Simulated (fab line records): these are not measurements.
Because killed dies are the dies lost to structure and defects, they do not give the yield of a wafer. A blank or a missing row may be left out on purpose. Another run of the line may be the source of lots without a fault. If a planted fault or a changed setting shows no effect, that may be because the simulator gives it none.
Split-lot experiment | flow berkeleyCmos170 | 5 lots, 23 wafers read, on a route of 331 steps

## ABOUT THE SPLIT
At UCB170_NVT_IMPLANT_07, the setting doseCm2 was moved away from the recipe's 3e+12 on 6 of the 23 wafers read, by -5.7% to +7.3%. All remaining wafers had this setting at the recipe value.

## THE PATH FROM SPLIT TO READING: the file shows 1 step between them
- UCB170_NVT_STRIP_08: strips in O2

## THE READING
NVT_TW, at UCB170_NVT_TW_MEAS_09. On this fab line, fault-free wafers typically give 522.9 with a standard deviation of 2.2.

wafer  | tool, chamber at the split | doseCm2 as run | against the recipe | NVT_TW | against lot-mates on the recipe
L076.1 | implanter-04, 0            | 3e+12          | recipe             | 522.2  | -
L076.2 | implanter-04, 0            | 3.218e+12      | +7.3%              | 538.4  | +15.6
L076.3 | implanter-04, 0            | 3e+12          | recipe             | 525.6  | -
L076.4 | implanter-04, 0            | 3e+12          | recipe             | 520.7  | -
L076.5 | implanter-04, 0            | 3.218e+12      | +7.3%              | 532.7  | +9.9
L077.2 | implanter-04, 0            | 2.92e+12       | -2.7%              | 520.7  | -5.7
L077.3 | implanter-04, 0            | 2.92e+12       | -2.7%              | 517.7  | -8.7
L077.4 | implanter-04, 0            | 3e+12          | recipe             | 527.3  | -
L077.5 | implanter-04, 0            | 3e+12          | recipe             | 525.5  | -
L077.6 | implanter-04, 0            | 3e+12          | recipe             | 526.4  | -
L081.1 | implanter-04, 0            | 3e+12          | recipe             | 523.5  | -
L081.2 | implanter-04, 0            | 3e+12          | recipe             | 523.7  | -
L081.3 | implanter-04, 0            | 3e+12          | recipe             | 523.0  | -
L081.4 | implanter-04, 0            | 3e+12          | recipe             | 526.6  | -
L081.5 | implanter-04, 0            | 3e+12          | recipe             | 523.6  | -
L083.1 | implanter-01, 0            | 3e+12          | recipe             | 523.1  | -
L083.3 | implanter-01, 0            | 3e+12          | recipe             | 523.5  | -
L083.5 | implanter-01, 0            | 3e+12          | recipe             | 521.5  | -
L085.1 | implanter-04, 0            | 3e+12          | recipe             | 523.3  | -
L085.2 | implanter-04, 0            | 3e+12          | recipe             | 524.0  | -
L085.3 | implanter-04, 0            | 3e+12          | recipe             | 521.1  | -
L085.5 | implanter-04, 0            | 2.83e+12       | -5.7%              | 508.3  | -14.5
L085.6 | implanter-04, 0            | 2.83e+12       | -5.7%              | 514.2  | -8.6

FIT RESULTS
A straight line over all 23 wafers: NVT_TW changes by +1.83 for each +1% of doseCm2; r = +0.92; the points scatter about the line by 2.3.
The same after taking each lot's own level away (the mean of its wafers on the recipe; 23 wafers): +1.92 for each +1%; r = +0.95; scatter 1.9.
On that fit, the largest move of doseCm2 shifts the reading by 14.
From 522.70 to 526.40: that is the span of the lots' own levels, equal to 1.7 times the standard deviation above.
Hence the lot-to-lot level has little effect on the slope; both slopes agree.
Check: for one of the wafers moved furthest among these (+7.3%), held out of the fit, the line's prediction against its lot-mates is +12.6. Against them it came out at +15.6.

## ADDITIONAL SPLITS CARRIED BY THESE WAFERS
Note: prior to the reading, these wafers also went through further splits. Each is held against what the fit with the lots' levels taken away leaves over:
other split on the same wafers     | wafers away from the commonest value | r with NVT_TW (lot level and that fit taken away)
UCB170_START_OXIDATION_02 oxTimeS  | 18                                   | -0.14
UCB170_ZERO_STRIP_07 o2FlowSccm    | 12                                   | -0.12
UCB170_NWELL_PEB_10 pebTempC       | 7                                    | -0.57
UCB170_PWELL_CVD_05 pressureMtorr  | 18                                   | +0.01
UCB170_PFIELD_IMPLANT_07 energyKev | 8                                    | +0.09

## THE FILE'S OWN FIT
NVT_TW changes by +1.93 for each +1% of doseCm2, r = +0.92.
